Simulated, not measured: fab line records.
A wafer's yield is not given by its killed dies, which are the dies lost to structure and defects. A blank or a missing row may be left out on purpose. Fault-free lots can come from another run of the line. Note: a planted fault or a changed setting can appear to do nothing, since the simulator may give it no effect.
fab line records	flow ritCmos
record: lots: 6	wafers: 18	lastDay: 7
route steps=202 shown NLDD@160 SILICIDE@161 CONTACT@168 M1@202
lots with no fault: from the same line, run without faults
startH: hours from the record's first day to the start of the lot's first wafer shown	waitH: hours elapsed since this lot's preceding step	" unchanged from the row above	L1.1+2: a row that stands for several wafers	- no value, or no start was given	* or withheld: withheld	< > ~ a bound
route shown NAME@n: a module of which the file shows steps, and the number in the route of the first	usual: mean/standard deviation taken from wafers without a fault	same: alike in all rows	chamber/n: place in a boat	sites: each site's reading	_std_site: standard deviation of those values	_edge_site: mean of outer sites minus mean of inner sites	radiusMm: how far each site lies from the wafer's centre	mask NAME#n: copy n	behind: the last tool/chamber to shape the wafer	hold: reason for holding the lot/hours on hold/outcome of the hold	device: which transistor (n, p or np) failed to switch	end of line: tests run on the same wafers once the route is complete	a step given without rows: its recipe and nothing more	killed: dies that structure and defects cost at the first sort, which is not the same as the wafer's yield	map: per-die view of a wafer (x killed, . not killed, _ where there is no die)
set.NAME: the run value of the setting; set.NAME@STEP: its run value at that earlier step	model.NAME: the simulator's own value behind a step, which no gauge read
lots seen at some steps along the route; tables by step, rows by wafer
services: a tool's chamber out of use, with start hour (startH, from the record's first day; less than 0 if before it), hours out, and reason
== steps ==
step: RIT_SDANNEAL_RS_MEAS_07
recipe: thkMeasGauge: four-point-probe
usual: NLDD_RS: 152.0/0.43
lot.wafer	tool	chamber	startH	waitH	NLDD_RS[ohm/sq]
L556.1	filmMetro-02	-	51.21	0.1	151.5
L556.4	"	-	"	"	151.3
L556.5	"	-	"	"	151.9
L564.1	filmMetro-04	-	90.63	0.1	151.6
L564.3	"	-	"	"	151.7
L564.4	"	-	"	"	152.1
L569.1	filmMetro-03	-	115.63	0.1	152.7
L569.4	"	-	"	"	152.1
L569.6	"	-	"	"	152.6
L571.1	filmMetro-02	-	124.29	0.1	151.7
L571.4	"	-	"	"	150.7
L571.6	"	-	"	"	151.6
L572.1	filmMetro-04	-	129.44	0.1	152.6
L572.2	"	-	"	"	152.1
L572.4	"	-	"	"	152.6
L578.2	filmMetro-04	-	159.49	0.1	151.7
L578.4	"	-	"	"	151.3
L578.5	"	-	"	"	151.8
step: RIT_SILICIDE_WET_ETCH_00
recipe: chemistry: BOE	target: SiO2	targetDepthNm: 14	timeS: 15	dry: n2Spin	dilution: 10:1	tempC: 21.5
step: RIT_SILICIDE_SPUTTER_01
recipe: material: Ti	targetThkNm: 30	powerW: 350	chamberPressurePa: 0.667	gas: Ar	timeS: 240	substrateTempC: 25
usual: throttleValvePct: 30.0/0.96
lot.wafer	tool	chamber	startH	waitH	throttleValvePct
L556.1	pvdSputter-03	-	51.34	0.0	30.6
L556.4	"	-	"	"	30.4
L556.5	"	-	"	"	30.2
L564.1	pvdSputter-01	-	90.77	0.0	29.5
L564.3	"	-	"	"	30.3
L564.4	"	-	"	"	30.2
L569.1	pvdSputter-03	-	115.76	0.0	30.5
L569.4	"	-	"	"	30.8
L569.6	"	-	"	"	30.2
L571.1	pvdSputter-03	-	124.42	0.0	30.6
L571.4	"	-	"	"	30.0
L571.6	"	-	"	"	30.3
L572.1	pvdSputter-02	-	129.58	0.0	30.9
L572.2	"	-	"	"	31.8
L572.4	"	-	"	"	28.5
L578.2	pvdSputter-02	-	159.60	0.0	31.6
L578.4	"	-	"	"	29.1
L578.5	"	-	"	"	28.5
step: RIT_SILICIDE_RS_MEAS_02
recipe: thkMeasGauge: four-point-probe	reads: Ti_of_SILICIDE_SPUTTER_01
usual: SILICIDE_TI_RS: 47.8/0.95
lot.wafer	tool	chamber	startH	waitH	SILICIDE_TI_RS[ohm/sq]
L556.1	filmMetro-01	-	51.49	0.1	48.8
L556.4	"	-	"	"	49.1
L556.5	"	-	"	"	48.5
L564.1	filmMetro-02	-	90.92	0.1	48.8
L564.3	"	-	"	"	46.5
L564.4	"	-	"	"	46.7
L569.1	filmMetro-01	-	115.91	0.1	47.4
L569.4	"	-	"	"	47.9
L569.6	"	-	"	"	47.4
L571.1	filmMetro-02	-	124.57	0.1	48.1
L571.4	"	-	"	"	47.6
L571.6	"	-	"	"	48.3
L572.1	filmMetro-03	-	129.73	0.1	48.4
L572.2	"	-	"	"	46.7
L572.4	"	-	"	"	46.2
L578.2	filmMetro-03	-	159.77	0.1	47.6
L578.4	"	-	"	"	48.7
L578.5	"	-	"	"	47.1
step: RIT_SILICIDE_THK_MEAS_03
recipe: thkMeasGauge: xrf	reads: Ti_of_SILICIDE_SPUTTER_01
usual: SILICIDE_TI_THK: 30.0/0.49
lot.wafer	tool	chamber	startH	waitH	SILICIDE_TI_THK[nm]
L556.1	filmMetro-01	-	51.61	0.1	29.9
L556.4	"	-	"	"	29.8
L556.5	"	-	"	"	29.9
L564.1	filmMetro-02	-	91.04	0.1	29.4
L564.3	"	-	"	"	30.6
L564.4	"	-	"	"	30.6
L569.1	filmMetro-01	-	116.03	0.1	30.4
L569.4	"	-	"	"	30.1
L569.6	"	-	"	"	30.3
L571.1	filmMetro-02	-	124.69	0.1	29.8
L571.4	"	-	"	"	30.1
L571.6	"	-	"	"	29.6
L572.1	filmMetro-03	-	129.85	0.1	29.5
L572.2	"	-	"	"	30.6
L572.4	"	-	"	"	30.6
L578.2	filmMetro-03	-	159.88	0.1	30.0
L578.4	"	-	"	"	29.5
L578.5	"	-	"	"	30.2
step: RIT_SILICIDE_RTA_04
recipe: tempC: 650	timeS: 10	idleTempC: 25	rampUpS: 5	rampDownS: 5	coolToC: 25	ambient: N2
usual: annealTempCMax: 653.4/1.1	wafer_temp_C_max: 652.9/1.2
lot.wafer	tool	chamber	startH	waitH	annealTempCMax	wafer_temp_C_max
L556.1	rtpAnneal-02	0	51.67	0.1	652.7	653.5
L556.4	"	0	"	"	652.4	654.0
L556.5	"	0	"	"	652.9	653.0
L564.1	rtpAnneal-02	0	91.10	0.1	653.4	654.2
L564.3	"	0	"	"	652.1	654.3
L564.4	"	0	"	"	653.2	654.1
L569.1	rtpAnneal-01	0	116.09	0.1	654.2	651.7
L569.4	"	0	"	"	655.0	651.9
L569.6	"	0	"	"	653.7	652.0
L571.1	rtpAnneal-01	0	124.75	0.1	654.0	651.8
L571.4	"	0	"	"	654.3	651.5
L571.6	"	0	"	"	655.8	652.5
L572.1	rtpAnneal-02	0	129.91	0.1	651.7	653.8
L572.2	"	0	"	"	652.3	654.5
L572.4	"	0	"	"	653.9	654.4
L578.2	rtpAnneal-02	0	159.94	0.1	653.9	653.1
L578.4	"	0	"	"	652.5	653.9
L578.5	"	0	"	"	652.4	655.0
step: RIT_SILICIDE_WET_ETCH_05
recipe: chemistry: SPM	target: Ti	tempC: 90	timeS: 120	dry: n2Spin
step: RIT_SILICIDE_RTA_06
recipe: tempC: 750	timeS: 10	idleTempC: 25	rampUpS: 5	rampDownS: 10	coolToC: 25	ambient: N2
usual: annealTempCMax: 754.1/1.3	wafer_temp_C_max: 753.5/1.5
lot.wafer	tool	chamber	startH	waitH	annealTempCMax	wafer_temp_C_max
L556.1	rtpAnneal-01	0	51.78	0.0	754.9	752.9
L556.4	"	0	"	"	754.3	753.2
L556.5	"	0	"	"	754.9	752.1
L564.1	rtpAnneal-01	0	91.21	0.0	756.5	751.5
L564.3	"	0	"	"	754.9	752.2
L564.4	"	0	"	"	754.7	752.0
L569.1	rtpAnneal-02	0	116.20	0.0	753.1	756.5
L569.4	"	0	"	"	753.2	754.5
L569.6	"	0	"	"	752.5	754.4
L571.1	rtpAnneal-02	0	124.86	0.0	753.5	754.4
L571.4	"	0	"	"	752.8	753.7
L571.6	"	0	"	"	753.1	754.1
L572.1	rtpAnneal-01	0	130.01	0.0	756.0	752.2
L572.2	"	0	"	"	754.2	752.5
L572.4	"	0	"	"	756.8	752.9
L578.2	rtpAnneal-01	0	160.05	0.0	755.0	752.4
L578.4	"	0	"	"	754.3	752.0
L578.5	"	0	"	"	755.7	752.4
step: RIT_CONTACT_CVD_00
recipe: material: SiO2	targetThkNm: 400	precursor: TEOS	tempC: 390	timeS: 61	rfW: 400
usual: heaterPowerW: 325/47
lot.wafer	tool	chamber	startH	waitH	heaterPowerW	sinceWetCleanH
L556.1	pecvd-03	2	51.85	0.1	249	998
L556.4	"	0	"	"	373	-
L556.5	"	1	"	"	330	-
L564.1	pecvd-02	2	91.27	0.1	355	242
L564.3	"	0	"	"	278	-
L564.4	"	2	"	"	371	-
L569.1	pecvd-04	1	116.27	0.1	307	672
L569.4	"	1	"	"	324	-
L569.6	"	0	"	"	354	-
L571.1	pecvd-03	1	124.93	0.1	315	1071
L571.4	"	2	"	"	279	-
L571.6	"	1	"	"	329	-
L572.1	pecvd-04	2	130.08	0.1	407	685
L572.2	"	1	"	"	348	685
L572.4	"	0	"	"	353	-
L578.2	pecvd-04	2	160.11	0.0	406	715
L578.4	"	1	"	"	298	-
L578.5	"	2	"	"	423	-
step: RIT_CONTACT_THK_MEAS_01
recipe: reads: SiO2_of_CONTACT_CVD_00
usual: CONTACT_TEOS_THK: 398/6.4
lot.wafer	tool	chamber	startH	waitH	CONTACT_TEOS_THK[nm]
L556.1	filmMetro-03	-	51.90	0.0	396
L556.4	"	-	"	"	400
L556.5	"	-	"	"	400
L564.1	filmMetro-04	-	91.35	0.1	395
L564.3	"	-	"	"	394
L564.4	"	-	"	"	407
L569.1	filmMetro-01	-	116.32	0.0	394
L569.4	"	-	"	"	406
L569.6	"	-	"	"	408
L571.1	filmMetro-04	-	124.98	0.0	396
L571.4	"	-	"	"	401
L571.6	"	-	"	"	403
L572.1	filmMetro-01	-	130.13	0.0	390
L572.2	"	-	"	"	397
L572.4	"	-	"	"	403
L578.2	filmMetro-01	-	160.17	0.0	382
L578.4	"	-	"	"	404
L578.5	"	-	"	"	391
step: RIT_CONTACT_HMDS_02
recipe: primeTimeS: 60	primeTempC: 140
step: RIT_CONTACT_COAT_03
recipe: resist: NOVOLAK	spinRpm: 3250	resistThkNm: 1000
step: RIT_CONTACT_SOFTBAKE_04
recipe: resist: NOVOLAK	tempC: 90	timeS: 60
usual: chillPlateTempC: 23.00/0.11	heaterPowerTotalW: 34.57/0.048	plateTempC: 90.01/0.12
lot.wafer	tool	chamber	startH	waitH	chillPlateTempC	heaterPowerTotalW	plateTempC
L556.1	lithoTrack-01	0	52.26	0.1	22.96	34.50	90.05
L556.4	"	0	"	"	22.92	34.53	89.84
L556.5	"	0	"	"	23.09	34.52	89.84
L564.1	lithoTrack-04	0	91.71	0.1	23.06	34.55	90.00
L564.3	"	0	"	"	22.92	34.58	89.99
L564.4	"	0	"	"	23.01	34.62	89.97
L569.1	lithoTrack-04	0	116.68	0.1	22.83	34.52	90.14
L569.4	"	0	"	"	22.99	34.59	89.99
L569.6	"	0	"	"	22.95	34.55	90.03
L571.1	lithoTrack-01	0	125.34	0.1	22.96	34.57	89.93
L571.4	"	0	"	"	23.00	34.63	90.05
L571.6	"	0	"	"	22.80	34.58	89.99
L572.1	lithoTrack-04	0	130.58	0.1	22.97	33.18	87.40
L572.2	"	0	"	"	22.96	33.29	87.48
L572.4	"	0	"	"	23.05	33.17	87.29
L578.2	lithoTrack-04	0	160.54	0.1	22.96	33.29	87.41
L578.4	"	0	"	"	23.02	33.17	87.32
L578.5	"	0	"	"	22.77	33.19	87.61
step: RIT_CONTACT_EXPOSE_05
recipe: maskId: M11	na: 0.6	sourceShape: conventional	sigmaOuter: 0.5	targetCdNm: 1000	doseMj: 250
step: RIT_CONTACT_PEB_06
recipe: resist: NOVOLAK	tempC: withheld	timeS: withheld
step: RIT_CONTACT_DEVELOP_07
recipe: resist: NOVOLAK	developTimeS: 120	devTempC: 23
usual: chillPlateTempC: 22.96/0.11
lot.wafer	tool	chamber	startH	waitH	chillPlateTempC	model.NOVOLAK_of_CONTACT_COAT_03.thkNm
L556.1	lithoTrack-04	0	-	-	22.88	998.6
L556.4	"	0	"	"	22.90	999.7
L556.5	"	0	"	"	22.90	1000
L564.1	lithoTrack-01	0	-	-	23.01	1001
L564.3	"	0	"	"	22.88	1003
L564.4	"	0	"	"	22.94	1000
L569.1	lithoTrack-02	0	-	-	22.95	998.5
L569.4	"	0	"	"	23.08	997.5
L569.6	"	0	"	"	22.74	997.2
L571.1	lithoTrack-04	0	-	-	22.81	1003
L571.4	"	0	"	"	22.96	1005
L571.6	"	0	"	"	23.00	1004
L572.1	lithoTrack-01	0	-	-	22.91	1008
L572.2	"	0	"	"	22.90	1008
L572.4	"	0	"	"	22.97	1010
L578.2	lithoTrack-02	0	-	-	23.19	1005
L578.4	"	0	"	"	22.85	1007
L578.5	"	0	"	"	22.94	1008
step: RIT_CONTACT_CD_MEAS_08
recipe: targetCdNm: 1000
usual: cdNm: 999.9/2.7
lot.wafer	tool	chamber	startH	waitH	cdNm
L556.1	cdSem-01	-	53.05	-	1003.4
L556.4	"	-	"	"	1002.0
L556.5	"	-	"	"	1002.3
L564.1	cdSem-01	-	92.50	-	995.8
L564.3	"	-	"	"	996.0
L564.4	"	-	"	"	996.8
L569.1	cdSem-02	-	117.34	-	996.4
L569.4	"	-	"	"	993.8
L569.6	"	-	"	"	997.5
L571.1	cdSem-02	-	126.13	-	998.9
L571.4	"	-	"	"	999.9
L571.6	"	-	"	"	999.8
L572.1	cdSem-01	-	131.24	-	1000.5
L572.2	"	-	"	"	1002.7
L572.4	"	-	"	"	997.5
L578.2	cdSem-01	-	161.25	-	1002.1
L578.4	"	-	"	"	1002.7
L578.5	"	-	"	"	1002.2
step: RIT_M1_PROBE_99
usual: killedAtFrontEnd: 7/3.1	killedDies: 7/3.1	killedOnRim: 1.9/1.3	killedOpen: 3.4/2.1	killedShort: 3.5/2
same: grossDies: 264	killed_at_M0_to_M3: 0	killed_at_M4_up: 0	killedAtBackSide: 0	killedAtContacts: 0	killedAtOther: 0
lot.wafer	tool	chamber	startH	waitH	killedAtFrontEnd	killedDies	killedOnRim	killedOpen	killedShort
L556.1	prober-02	-	58.67	0.1	5	5	0	2	3
L556.4	prober-02	-	58.82	0.2	6	6	2	0	6
L556.5	prober-02	-	58.87	0.2	6	6	0	2	4
L564.1	prober-02	-	98.08	0.1	9	9	3	4	5
L564.3	prober-02	-	98.18	0.2	7	7	2	3	4
L564.4	prober-02	-	98.23	0.2	4	4	3	2	2
L569.1	prober-02	-	123.58	0.1	3	3	2	2	1
L569.4	prober-02	-	123.73	0.2	4	4	3	1	3
L569.6	prober-02	-	123.83	0.2	6	6	1	5	1
L571.1	prober-02	-	131.46	0.1	8	8	5	2	6
L571.4	prober-02	-	131.61	0.2	3	3	1	2	1
L571.6	prober-02	-	131.71	0.2	10	10	2	6	4
L572.1	prober-01	-	136.42	0.1	10	10	0	6	4
L572.2	prober-01	-	136.47	0.1	3	3	0	1	2
L572.4	prober-01	-	136.57	0.2	8	8	3	2	6
L578.2	prober-01	-	166.58	0.1	4	4	2	2	2
L578.4	prober-01	-	166.68	0.2	6	6	1	4	2
L578.5	prober-01	-	166.73	0.2	10	10	1	5	5
killed by level:class
L556.1 GATE:geometricParticle:short=2 FOX1:geometricParticle:short=1 REOX:geometricParticle:open=1 SPACER:geometricParticle:open=1
L556.4 GATE:geometricParticle:short=4 FOX1:geometricParticle:short=1 SILICIDE:geometricParticle:short=1
L556.5 GATE:geometricParticle:short=2 SPACER:geometricParticle:open=2 ACTIVE:geometricParticle:short=1 FOX1:geometricParticle:short=1
L564.1 REOX:geometricParticle:short=3 SPACER:geometricParticle:open=2 GATE:geometricParticle:open=1 GATE:geometricParticle:short=1 SPACER:geometricParticle:short=1 SILICIDE:geometricParticle:open=1
L564.3 GATE:geometricParticle:short=3 FOX1:geometricParticle:open=1 REOX:geometricParticle:open=1 SPACER:geometricParticle:open=1 SILICIDE:geometricParticle:short=1
L564.4 SPACER:geometricParticle:short=2 GATE:geometricParticle:open=1 SPACER:geometricParticle:open=1
L569.1 GATE:geometricParticle:open=2 GATE:geometricParticle:short=1
L569.4 FOX1:geometricParticle:short=1 GATE:geometricParticle:open=1 REOX:geometricParticle:short=1 SPACER:geometricParticle:short=1
L569.6 FOX1:geometricParticle:open=2 GATE:geometricParticle:open=2 SPACER:geometricParticle:short=1 SILICIDE:geometricParticle:open=1
L571.1 FOX1:geometricParticle:short=2 FOX2:geometricParticle:short=1 GATE:geometricParticle:open=1 GATE:geometricParticle:short=1 REOX:geometricParticle:open=1 SPACER:geometricParticle:short=1 SILICIDE:geometricParticle:short=1
L571.4 FOX2:geometricParticle:short=1 GATE:geometricParticle:open=1 REOX:geometricParticle:open=1
L571.6 GATE:geometricParticle:open=3 REOX:geometricParticle:short=2 FOX2:geometricParticle:short=1 FOX2:geometricParticle:open=1 GATE:geometricParticle:short=1 REOX:geometricParticle:open=1 SPACER:geometricParticle:open=1
L572.1 GATE:geometricParticle:short=3 GATE:geometricParticle:open=3 FOX1:geometricParticle:open=2 REOX:geometricParticle:short=1 SILICIDE:geometricParticle:open=1
L572.2 FOX1:geometricParticle:open=1 FOX1:geometricParticle:short=1 SILICIDE:geometricParticle:short=1
L572.4 GATE:geometricParticle:short=2 SPACER:geometricParticle:short=2 FOX2:geometricParticle:open=1 FOX2:geometricParticle:short=1 GATE:geometricParticle:open=1 SILICIDE:geometricParticle:short=1
L578.2 GATE:geometricParticle:short=1 REOX:geometricParticle:open=1 SPACER:geometricParticle:open=1 SILICIDE:geometricParticle:short=1
L578.4 GATE:geometricParticle:open=2 GATE:geometricParticle:short=1 REOX:geometricParticle:short=1 REOX:geometricParticle:open=1 SPACER:geometricParticle:open=1
L578.5 FOX1:geometricParticle:short=2 SPACER:geometricParticle:open=2 ACTIVE:geometricParticle:short=1 FOX1:geometricParticle:open=1 REOX:geometricParticle:open=1 SPACER:geometricParticle:short=1 SILICIDE:geometricParticle:open=1 SILICIDE:geometricParticle:short=1
== services ==
tool	chamber	startH	hours	kind
pecvd-04	1	46.80	7.3	repair
pvdSputter-02	-	47.12	5.9	repair
pvdSputter-02	-	72.27	1.3	repair
pecvd-02	-	74.62	14.6	pm
pvdSputter-02	-	112.42	6.0	repair
pecvd-03	0	112.44	3.9	repair
pecvd-04	1	131.31	4.6	repair
== key ==
firstSign: step: RIT_CONTACT_SOFTBAKE_04	reading: heaterPowerTotalW	direction: down	sigmas: 28	usual: 34.57	struck: 33.22
effect: step: RIT_CONTACT_SOFTBAKE_04	reading: plateTempC	direction: down	sigmas: 21	usual: *	struck: *
modelEffect: step: RIT_CONTACT_DEVELOP_07	value: NOVOLAK_of_CONTACT_COAT_03.thkNm	without: 1001	struck: 1008
metAt RIT_CONTACT_SOFTBAKE_04
struckWafers L572.1,L572.2,L572.4,L578.2,L578.4,L578.5
testerLeftOut L572,L578
onsetBetween 116.68 130.58
fault: kind: processParameterDrift	tool: lithoTrack-04	chamber: -	onsetH: 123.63	steps: RIT_CONTACT_SOFTBAKE_04	channel: tempC	offset: *	shape: step	endH: 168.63	actsIn: *	stated: *
testerLeftOut: of these lots the tester's yield and bins aren't shown, on N5 and GAA mostly nor the transistor test; their killed dies are dies lost to structure and defects alone, not to doping, threshold or leakage, so they don't give the yield
